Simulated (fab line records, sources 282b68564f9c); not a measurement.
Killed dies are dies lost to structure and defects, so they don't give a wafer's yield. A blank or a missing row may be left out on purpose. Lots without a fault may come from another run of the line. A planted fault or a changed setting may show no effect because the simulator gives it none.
Which tool did it? | flow rit_cmos | 7 lots, 21 wafers sampled, at 2 steps of a route of 202

WHAT THE GAUGES READ, wafer by wafer
RIT_ACTIVE_THK_MEAS_04.
lot  | measured    | on            | ACTIVE_NITRIDE_THK (nm)
L578 | day 1 21:31 | film_metro-04 | 149.3 150.9 148.4
L580 | day 2 04:32 | film_metro-02 | 149.1 150.2 150.0
L582 | day 2 14:33 | film_metro-04 | 151.2 151.5 150.7
L584 | day 3 01:45 | film_metro-02 | 150.3 150.8 150.8
L586 | day 3 10:32 | film_metro-02 | 156.5 155.8 155.3
L595 | day 5 07:33 | film_metro-02 | 149.4 151.2 149.7
L600 | day 6 08:41 | film_metro-02 | 150.5 150.5 151.5

WHICH TOOL RAN EACH LOT (tool, then ch and the chambers of the sampled wafers, then the start)
lot  | RIT_ACTIVE_CVD_03
L578 | lpcvd-01 ch 0, day 1 19:23
L580 | lpcvd-01 ch 1, day 2 03:07
L582 | lpcvd-01 ch 1, day 2 13:08
L584 | lpcvd-01 ch 0, day 3 00:20
L586 | lpcvd-01 ch 1, day 3 09:07
L595 | lpcvd-02 ch 1, day 5 06:07
L600 | lpcvd-01 ch 1, day 6 07:15
- RIT_ACTIVE_CVD_03: deposits Si3N4 from SiH2Cl2/NH3, target thk 150 nm, time 1500 s.

THE ANSWER, worked out from the rows above alone
Rule: what is usual is taken from the lots themselves. Put in order of their means at a reading, lots are off if they are a third of the lots or fewer, leave a main group of 4 or more, and stand apart from it by a gap of 3 or more times the standard deviation of the main group's means; of several such gaps the widest counts. A main group whose means are all the same, to the digits that the tables above print for the reading, isn't used. A lot without any number at a reading at which 4 lots or more have one is off too. The other lots that the step has rows for count as sound.
Off: L586, at RIT_ACTIVE_THK_MEAS_04 (ACTIVE_NITRIDE_THK). The main group: mean 150.3 nm, standard deviation 0.58.
A tool fits if, at a process step before that reading, it ran every lot that is off, and no sound lot after the first of them. The gauges at RIT_ACTIVE_THK_MEAS_04 are tried like those tools. None of those tried fits.

WHAT THE SIMULATOR HAD PUT IN
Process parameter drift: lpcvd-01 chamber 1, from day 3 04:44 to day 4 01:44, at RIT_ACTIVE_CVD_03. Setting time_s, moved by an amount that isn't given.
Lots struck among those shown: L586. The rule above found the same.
